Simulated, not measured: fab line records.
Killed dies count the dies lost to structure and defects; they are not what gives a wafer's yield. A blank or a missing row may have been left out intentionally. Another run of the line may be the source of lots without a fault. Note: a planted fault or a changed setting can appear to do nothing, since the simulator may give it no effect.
Tool commonality check | flow rit cmos | 45 wafers sampled across 15 lots

## REASON FOR OPENING
Of 15 lots, 3 have the reading PWELL_TW flagged at RIT_PWELL_TW_MEAS_10. Fault-free wafers read 959, with a standard deviation of 7.9.
Rule: a lot is flagged in two cases, either no wafer of it has a number, or all its wafers with numbers fall more than 4 standard deviations from that mean. All remaining lots are regarded as sound.

lot  | measured    | on            | PWELL_TW, wafer by wafer | flag
L553 | day 2 00:09 | film metro-01 | 961 964 963              |
L555 | day 2 09:49 | film metro-04 | 960 959 965              |
L556 | day 2 18:41 | film metro-04 | 967 967 965              |
L558 | day 3 02:52 | film metro-03 | 942 943 944              |
L560 | day 3 17:26 | film metro-03 | 937 935 940              |
L564 | day 4 09:00 | film metro-04 | 30 30 30                 | FLAGGED
L565 | day 4 13:01 | film metro-03 | 30 30 30                 | FLAGGED
L566 | day 4 17:29 | film metro-01 | 30 30 30                 | FLAGGED
L568 | day 5 05:29 | film metro-04 | 968 970 968              |
L570 | day 5 12:20 | film metro-01 | 957 952 953              |
L571 | day 5 19:44 | film metro-03 | 942 941 948              |
L572 | day 5 23:18 | film metro-01 | 963 959 963              |
L573 | day 6 03:59 | film metro-01 | 958 960 961              |
L575 | day 6 13:55 | film metro-04 | 962 957 967              |
L576 | day 6 18:20 | film metro-04 | 967 965 962              |
On average the flagged lots read 30, which is -929 against the usual, or -99 or more standard deviations.

## TOOL THAT RAN EACH LOT
The record keeps 1 process step preceding the reading, out of 202 steps on the route. Every cell lists first the tool, next ch and the chambers used by the sampled wafers, and last the start.
lot  | flag    | RIT_NWELL_STRIP_09
L553 |         | plasma asher-04 ch 0,1, day 1 22:26
L555 |         | plasma asher-02 ch 0,1, day 2 08:05
L556 |         | plasma asher-03 ch 0,1, day 2 17:00
L558 |         | plasma asher-04 ch 0,1, day 3 01:01
L560 |         | plasma asher-03 ch 0,1, day 3 15:43
L564 | FLAGGED | plasma asher-03 ch 0,1, day 4 07:11
L565 | FLAGGED | plasma asher-04 ch 1, day 4 11:17
L566 | FLAGGED | plasma asher-04 ch 0,1, day 4 15:38
L568 |         | plasma asher-03 ch 0,1, day 5 03:44
L570 |         | plasma asher-02 ch 0,1, day 5 10:37
L571 |         | plasma asher-03 ch 0,1, day 5 18:00
L572 |         | plasma asher-03 ch 0,1, day 5 21:31
L573 |         | plasma asher-04 ch 0, day 6 02:15
L575 |         | plasma asher-04 ch 0,1, day 6 12:11
L576 |         | plasma asher-02 ch 0,1, day 6 16:35
These steps, and what they do:
- RIT_NWELL_STRIP_09: strips in O2, time 180 s.
- RIT_PWELL_TW_MEAS_10

## FLAGGED OVER TOTAL, TOOL BY TOOL (the gauges that took the reading come last)
step                 | tool            | lots run | flagged | share of the flagged lots | sound lots run after its first flagged lot
RIT_NWELL_STRIP_09   | plasma asher-02 | 3        | 0       | none                      | -
RIT_NWELL_STRIP_09   | plasma asher-03 | 6        | 1       | some                      | 3 (L568,L571,L572)
RIT_NWELL_STRIP_09   | plasma asher-04 | 6        | 2       | some                      | 2 (L573,L575)
RIT_PWELL_TW_MEAS_10 | film metro-01   | 5        | 1       | some                      | 3 (L570,L572,L573)
RIT_PWELL_TW_MEAS_10 | film metro-03   | 4        | 1       | some                      | 1 (L571)
RIT_PWELL_TW_MEAS_10 | film metro-04   | 6        | 1       | some                      | 3 (L568,L575,L576)

## THE TABLE: WHAT IT ALLOWS
No row of the table ran every flagged lot.

## WHAT HAD BEEN PUT IN BY THE SIMULATOR
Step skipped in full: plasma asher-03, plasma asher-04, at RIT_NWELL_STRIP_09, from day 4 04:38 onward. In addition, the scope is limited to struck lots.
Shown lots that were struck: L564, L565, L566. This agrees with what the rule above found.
